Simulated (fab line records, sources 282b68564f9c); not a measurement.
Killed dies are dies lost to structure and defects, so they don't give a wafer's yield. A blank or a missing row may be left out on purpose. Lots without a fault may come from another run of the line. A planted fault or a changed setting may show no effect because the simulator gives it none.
A struck lot beside a sound one | flow rit_cmos | 14 steps out of a route of 202
Sound: wafers L745.1, L745.2, L745.6. Struck: wafers L755.2, L755.3, L755.4. The cause comes at the end.
At each step with rows: each side's tool, then ch and its chambers, then its first start. Under that, the readings that differ: sound wafers | struck wafers | difference of the means | sigmas: that difference in standard deviations of wafers without a fault.
alike: readings whose means differ by less than 2 such deviations, and words and numbers that are the same on both sides. not compared: withheld readings, readings that some wafer has no value for, bounds like >300 that may hide the same value, and numbers for which the record gives no deviation and whose values overlap.
The two part at a step that has a row with sigmas, a row that says differs or no value, or rows on one side only. Numbers that don't overlap but have no deviation are shown without sigmas and don't part them. A reading that every wafer of one side lacks parts them only if that side has two wafers or more.

RIT_SILICIDE_SPUTTER_01: material Ti, target thk 30 nm, time 240 s.
  sound on pvd_sputter-02, day 5 04:51; struck on pvd_sputter-02, day 7 08:04
  alike: throttle_valve_pct
RIT_SILICIDE_RS_MEAS_02: measures by four-point-probe.
  sound on film_metro-03, day 5 05:00; struck on film_metro-03, day 7 08:14
  alike: SILICIDE_TI_RS
RIT_SILICIDE_THK_MEAS_03: measures by xrf.
  sound on film_metro-03, day 5 05:07; struck on film_metro-03, day 7 08:20
  alike: SILICIDE_TI_THK
RIT_SILICIDE_RTA_04: time 10 s, ramp up 5 s, ramp down 5 s.
  sound on rtp_anneal-01 ch 0, day 5 05:11; struck on rtp_anneal-02 ch 0, day 7 08:24
  alike: chamber_o2_ppm, wafer_temp_C_max
then, 1 step without rows for these wafers: RIT_SILICIDE_WET_ETCH_05 (etches Ti in SPM, time 120 s).
RIT_SILICIDE_RTA_06: time 10 s, ramp up 5 s, ramp down 10 s.
  sound on rtp_anneal-02 ch 0, day 5 05:17; struck on rtp_anneal-01 ch 0, day 7 08:31
  reading        | sound             | struck            | difference | sigmas
  chamber_o2_ppm | 2.020 2.044 2.033 | 1.994 1.990 1.981 | -0.044     | -2
  alike: wafer_temp_C_max
RIT_CONTACT_CVD_00: deposits SiO2 from TEOS, target thk 400 nm, time 61 s.
  sound on pecvd-04 ch 0,1,2, day 5 05:22; struck on pecvd-01 ch 0,2, day 7 08:34
  alike: heater_power_w, rf_fwd_power_W
RIT_CONTACT_THK_MEAS_01:
  sound on film_metro-04, day 5 05:25; struck on film_metro-01, day 7 08:38
  alike: CONTACT_TEOS_THK
then, 4 steps without rows for these wafers: RIT_CONTACT_HMDS_02 (prime time 60 s); RIT_CONTACT_COAT_03 (resist thk 1000 nm); RIT_CONTACT_SOFTBAKE_04 (time 60 s); RIT_CONTACT_EXPOSE_05 (exposes mask M11, target cd 1000 nm).
RIT_CONTACT_PEB_06:
  sound on litho_track-04 ch 0, day 5 06:26; struck on litho_track-03, day 7 09:23
  reading         | sound          | struck | difference                    | sigmas
  exhaust_pa (Pa) | 44.9 43.9 46.3 | - - -  | no value on the struck wafers |
  not compared: chill_plate_temp_C
then, 1 step without rows for these wafers: RIT_CONTACT_DEVELOP_07 (develop time 120 s).

WHERE THEY PART
First at RIT_SILICIDE_RTA_06; last, within this record, at RIT_CONTACT_PEB_06.

WHY: what the simulator had put in
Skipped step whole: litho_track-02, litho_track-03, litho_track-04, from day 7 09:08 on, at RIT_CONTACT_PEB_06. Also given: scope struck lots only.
